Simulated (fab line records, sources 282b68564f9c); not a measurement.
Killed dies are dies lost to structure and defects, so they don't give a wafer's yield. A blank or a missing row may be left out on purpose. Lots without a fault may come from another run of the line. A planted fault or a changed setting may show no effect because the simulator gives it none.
One fault seen from 2 desks | flow rit_cmos | each desk has only its own numbers; what lay behind them comes last

THE TOOL OWNER'S DESK: rie_diel-04
The tool's own readings at RIT_ACTIVE_ETCH_13 (etches Si3N4 in SF6, stops on SiO2, time 210 s, target depth 210 nm): means of the sampled wafers that have a number, for each lot that ran on this tool. A lot is out of limits, marked OUT, if its mean lies more than 4 standard deviations from the usual mean; the brackets give that distance.
Columns: A = drypump_motor_current_A at RIT_ACTIVE_ETCH_13, usual 5.9 A; B = oes_product_au at RIT_ACTIVE_ETCH_13, usual 0.826 a.u.; C = throttle_valve_pct at RIT_ACTIVE_ETCH_13, usual 7.44 %
lot  | first seen here | A   | B     | C
L208 | day 2 15:43     | 6.1 | 0.819 | 7.52
L213 | day 3 17:16     | 5.7 | 0.817 | 7.50
L214 | day 3 22:46     | 6.0 | 0.828 | 7.50
L216 | day 4 08:36     | 6.2 | 0.813 | 7.59
This desk's finding: nothing out of limits on any of the 4 lots.

THE METROLOGY DESK
What the gauges read, lot by lot, whatever tool the lot ran on: means of the sampled wafers that have a number. A lot is out of limits, marked OUT, if its mean lies more than 4 standard deviations from the usual mean; the brackets give that distance.
Columns: A = ACTIVE_OXIDE_THK at RIT_ACTIVE_THK_MEAS_02, usual 47.2 nm; B = ACTIVE_NITRIDE_THK at RIT_ACTIVE_THK_MEAS_04, usual 150.5 nm; C = cd_nm at RIT_ACTIVE_CD_MEAS_11, usual 1400.3 nm
lot  | first seen here | A    | B     | C
L204 | day 1 17:04     | 46.4 | 152.9 | 1402.3
L208 | day 2 13:05     | 47.7 | 150.9 | 1401.0
L213 | day 3 14:29     | 47.9 | 149.3 | 1397.3
L214 | day 3 19:59     | 45.3 | 151.9 | 1404.0
L216 | day 4 05:04     | 49.1 | 148.1 | 1398.9
L220 | day 5 01:03     | 47.5 | 151.4 | 1400.6
L221 | day 5 06:04     | 47.9 | 150.3 | 1394.5
This desk's finding: nothing out of limits on any of the 7 lots.

PUT TOGETHER
The tool owner's desk saw nothing out of limits.
The metrology desk saw nothing out of limits.

WHAT THE SIMULATOR HAD PUT IN
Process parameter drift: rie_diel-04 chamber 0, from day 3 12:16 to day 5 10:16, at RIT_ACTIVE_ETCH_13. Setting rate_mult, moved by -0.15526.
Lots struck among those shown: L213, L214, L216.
